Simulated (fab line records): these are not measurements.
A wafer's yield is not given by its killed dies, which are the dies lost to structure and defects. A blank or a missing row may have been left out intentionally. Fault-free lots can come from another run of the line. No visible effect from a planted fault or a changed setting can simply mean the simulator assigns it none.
One fault seen from 2 desks | flow berkeley cmos170 | each desk holds nothing but its own numbers, with what lay behind them at the end

THE TOOL OWNER'S DESK: plasma asher-01
The tool's own readings at UCB170_BACKSIDE_STRIP_03 (strips in O2): means of the sampled wafers that have a number, for each lot that ran on this tool. Marked OUT: a lot whose mean sits more than 4 standard deviations from the usual mean, which makes it out of limits; the brackets give that distance.
Columns: A = drypump motor current A at UCB170_BACKSIDE_STRIP_03, usual 5.7 A; B = o2 flow sccm at UCB170_BACKSIDE_STRIP_03, usual 400.0 sccm; C = oes product au at UCB170_BACKSIDE_STRIP_03, usual 0.735 a.u.; D = strip time to endpoint s at UCB170_BACKSIDE_STRIP_03, usual 21.97 s
lot  | first seen here | A   | B     | C     | D
L954 | day 7 09:06     | 5.3 | 399.7 | 0.738 | 21.95
L955 | day 7 09:41     | 5.4 | 399.7 | 0.733 | 21.89
L957 | day 8 03:38     | 5.6 | 398.4 | 0.735 | 21.95
L962 | day 8 13:01     | 5.3 | 399.8 | 0.735 | 21.92
L963 | day 8 14:59     | 5.6 | 400.1 | 0.737 | 22.02
L960 | day 8 17:13     | 5.3 | 399.3 | 0.739 | 22.03
This desk found nothing out of limits on any of the 6 lots.

AT THE METROLOGY DESK
What the gauges read, lot by lot, whatever tool the lot ran on: means of the sampled wafers that have a number. Marked OUT: a lot whose mean sits more than 4 standard deviations from the usual mean, which makes it out of limits; the brackets give that distance.
Columns: A = M2_OVL at UCB170_M2_OVL_MEAS_16, usual -2 nm
lot  | first seen here | A
L954 | day 8 08:11     | 4
L955 | day 8 08:14     | -12
L958 | day 9 04:47     | -6
L957 | day 9 05:04     | 1
L956 | day 9 05:23     | 1
L962 | day 9 07:37     | -10
L963 | day 9 08:36     | -8
L960 | day 9 12:46     | -6
L968 | day 11 03:13    | -7
L970 | day 11 03:59    | -1
L973 | day 11 19:42    | 1
L975 | day 12 04:12    | 0
L976 | day 12 14:25    | -4
L977 | day 12 19:43    | 4
This desk found nothing out of limits on any of the 14 lots.

TAKEN TOGETHER
The desk of the tool owner found nothing out of limits.
Nothing out of limits was seen by the metrology desk.

WHAT THE SIMULATOR HAD PUT IN
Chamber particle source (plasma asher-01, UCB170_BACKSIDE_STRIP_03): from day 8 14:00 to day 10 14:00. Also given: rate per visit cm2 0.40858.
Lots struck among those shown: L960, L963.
